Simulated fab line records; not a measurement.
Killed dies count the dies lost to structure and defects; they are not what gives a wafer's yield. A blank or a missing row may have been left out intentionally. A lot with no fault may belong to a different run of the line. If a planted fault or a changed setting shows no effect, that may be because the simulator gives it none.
Which tool did it? | flow ritCmos | 6 lots, 18 wafers sampled, at 2 steps of a route of 202

WHAT THE GAUGES SHOWED, per wafer
RIT_ACTIVE_THK_MEAS_04.
lot  | measured    | on           | ACTIVE_NITRIDE_THK (nm)
L560 | day 1 19:14 | filmMetro-01 | 151.8 153.0 152.6
L562 | day 2 04:32 | filmMetro-03 | 152.2 151.1 150.8
L565 | day 2 20:56 | filmMetro-01 | 152.1 151.1 151.6
L567 | day 3 08:33 | filmMetro-04 | 151.9 151.2 152.6
L570 | day 3 20:58 | filmMetro-04 | 152.9 154.7 152.7
L580 | day 6 00:04 | filmMetro-03 | 150.6 149.1 150.4

WHICH TOOL RAN EACH LOT (tool, then ch and the chambers of the sampled wafers, then the start)
lot  | RIT_ACTIVE_CVD_03
L560 | lpcvd-01 ch 1, day 1 17:49
L562 | lpcvd-02 ch 1, day 2 03:07
L565 | lpcvd-01 ch 1, day 2 19:30
L567 | lpcvd-02 ch 0, day 3 07:08
L570 | lpcvd-02 ch 0, day 3 19:32
L580 | lpcvd-01 ch 0, day 5 22:39
- RIT_ACTIVE_CVD_03: deposits Si3N4 from SiH2Cl2/NH3, target thk 150 nm, time 1500 s.

THE ANSWER, worked out from the rows above alone
Rule: what is usual is taken from the lots themselves. The widest of any qualifying gaps counts: lots, ordered by their means at a reading, are off when they make up no more than a third of the lots, leave a main group of 4 or more, and stand apart from it by 3 or more times the standard deviation of that group's means. If all means in a main group match to the digits the tables above print for the reading, that group is not used. A lot without any number at a reading at which 4 lots or more have one is off too. Where the step has rows for the other lots, those lots are counted as sound.
None of the lots is off at any reading shown; this tells nothing.

WHAT WAS PUT IN BY THE SIMULATOR
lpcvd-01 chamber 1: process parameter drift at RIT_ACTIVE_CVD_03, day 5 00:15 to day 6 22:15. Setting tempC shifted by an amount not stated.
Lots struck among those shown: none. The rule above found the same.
